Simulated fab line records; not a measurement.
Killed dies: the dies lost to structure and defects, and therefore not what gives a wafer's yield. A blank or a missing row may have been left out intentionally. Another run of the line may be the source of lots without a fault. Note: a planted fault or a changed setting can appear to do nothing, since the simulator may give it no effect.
A struck lot beside a sound one :: flow ritCmos :: 30 out of 202 route steps
Sound: wafers L846.3, L846.4, L846.5. The struck wafers were L862.1, L862.2, L862.3. Last of all comes the cause.
Per side, at each step with rows, come the tool, then ch with its chambers, and then its first start. Under that, the readings that differ: sound wafers :: struck wafers :: difference of the means :: sigmas: that difference in standard deviations of wafers without a fault.
alike: readings whose means differ by less than 2 such deviations, and words and numbers that are the same on both sides. not compared: withheld readings, readings that some wafer has no value for, bounds like >300 that may hide the same value, and numbers for which the record gives no deviation and whose values overlap.
A row with sigmas, a row that says differs or no value, or rows on one side alone: a step with any of these is where the two part. Numbers that don't overlap but have no deviation are shown without sigmas and don't part them. A reading missing from all wafers of one side parts the sides only when that side holds two or more wafers.

RIT_FOX2_THK_MEAS_01:
  sound on filmMetro-04 at day 2 00:01; struck on filmMetro-04 at day 5 09:24
  alike: FOX2_OXIDE_THK
then, 2 steps without rows for these wafers: RIT_FOX2_CLEAN_02 (cleans in dHF, time 180 s); RIT_FOX2_WET_ETCH_03 (etches Si3N4 in H3PO4, target depth 195 nm, time 2700 s).
RIT_FOX2_THK_MEAS_90:
  sound on filmMetro-04 at day 2 00:53; struck on filmMetro-04 at day 5 10:16
  alike: FIELD_OXIDE_LEFT_1_THK
then, 6 steps without rows for these wafers: RIT_NWELL_HMDS_00 (prime time 60 s); RIT_NWELL_COAT_01 (resist thk 1300 nm); RIT_NWELL_SOFTBAKE_02 (time 60 s); RIT_NWELL_EXPOSE_03 (exposes mask M2, target cd 43900 nm); RIT_NWELL_PEB_04; RIT_NWELL_DEVELOP_05 (develop time 68 s).
RIT_NWELL_OVL_MEAS_06:
  sound on overlay-01 at day 2 01:49; struck on overlay-02 at day 5 11:20
  alike: NWELL_OVL
then, 1 step without rows for these wafers: RIT_NWELL_HARDBAKE_07 (time 120 s).
RIT_NWELL_IMPLANT_08:
  sound on implanter-04 ch 0, day 2 02:09; struck on implanter-04 ch 0, day 5 11:38
reading: beamOnS (s)
sound: 9.67 9.87 10.09
struck: 11.22 10.98 11.01
difference: +1.19
sigmas: +6

reading: endStationPressureTorr (Torr)
sound: 5.16e-06 5.41e-06 4.58e-06
struck: 5.006e-05 5.247e-05 5.012e-05
difference: +4.583e-05
sigmas: +99 or more

reading: faradayCurrentUA
sound: 164 160 158
struck: 143 146 146
difference: -16
sigmas: -5
RIT_NWELL_STRIP_09: strips in O2, time 180 s.
  sound on plasmaAsher-04 ch 0,1, day 2 02:18; struck on plasmaAsher-01 ch 0,1, day 5 11:47
  alike: drypumpMotorCurrentA
  not compared: rfHoursCounterH
RIT_NWELL_TW_MEAS_10:
  sound on filmMetro-04 at day 2 02:26; struck on filmMetro-04 at day 5 11:57
reading: NWELL_TW
sound: 2141 2135 2155
struck: 2197 2188 2198
difference: +51
sigmas: +3
then, 6 steps without rows for these wafers: RIT_PWELL_HMDS_00 (prime time 60 s); RIT_PWELL_COAT_01 (resist thk 1300 nm); RIT_PWELL_SOFTBAKE_02 (time 60 s); RIT_PWELL_EXPOSE_03 (exposes mask M3, target cd 43700 nm); RIT_PWELL_PEB_04; RIT_PWELL_DEVELOP_05 (develop time 68 s).
RIT_PWELL_OVL_MEAS_06:
  sound on overlay-02 at day 2 03:35; struck on overlay-02 at day 5 12:53
  alike: PWELL_OVL
then, 2 steps without rows for these wafers: RIT_PWELL_HARDBAKE_07 (time 120 s); RIT_PWELL_IMPLANT_08.
RIT_PWELL_STRIP_09: strips in O2, time 180 s.
  sound on plasmaAsher-02 ch 0,1, day 2 04:04; struck on plasmaAsher-03 ch 0,1, day 5 13:20
  alike: drypumpMotorCurrentA
  not compared: rfHoursCounterH
RIT_PWELL_TW_MEAS_10:
  sound on filmMetro-03 at day 2 04:13; struck on filmMetro-03 at day 5 13:30
  alike: PWELL_TW
then, 1 step without rows for these wafers: RIT_WELLDRIVE_ANNEAL_00 (time 14700 s).
RIT_WELLDRIVE_RS_MEAS_01: measures by four-point-probe.
  sound on filmMetro-03 at day 2 11:08; struck on filmMetro-03 at day 5 19:13
reading: NWELL_RS (ohm/sq)
sound: 275.3 275.5 275.4
struck: 258.7 258.2 258.4
difference: -17.0
sigmas: -18
RIT_WELLDRIVE_RS_MEAS_02: measures by four-point-probe.
  sound on filmMetro-03 at day 2 11:16; struck on filmMetro-03 at day 5 19:20
  alike: PWELL_RS
following that, these wafers have no rows for 1 step: RIT_M1_PROBE_99.

## WHERE THEY PART
First at RIT_NWELL_IMPLANT_08; last, within this record, at RIT_WELLDRIVE_RS_MEAS_01. Later steps at which nothing parts them and some readings are alike: RIT_WELLDRIVE_RS_MEAS_02.

WHY: what the simulator had put in
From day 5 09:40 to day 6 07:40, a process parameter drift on implanter-04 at RIT_NWELL_IMPLANT_08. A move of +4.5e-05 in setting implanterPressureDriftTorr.
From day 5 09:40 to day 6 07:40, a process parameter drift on implanter-04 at RIT_NWELL_IMPLANT_08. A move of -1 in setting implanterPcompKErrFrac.
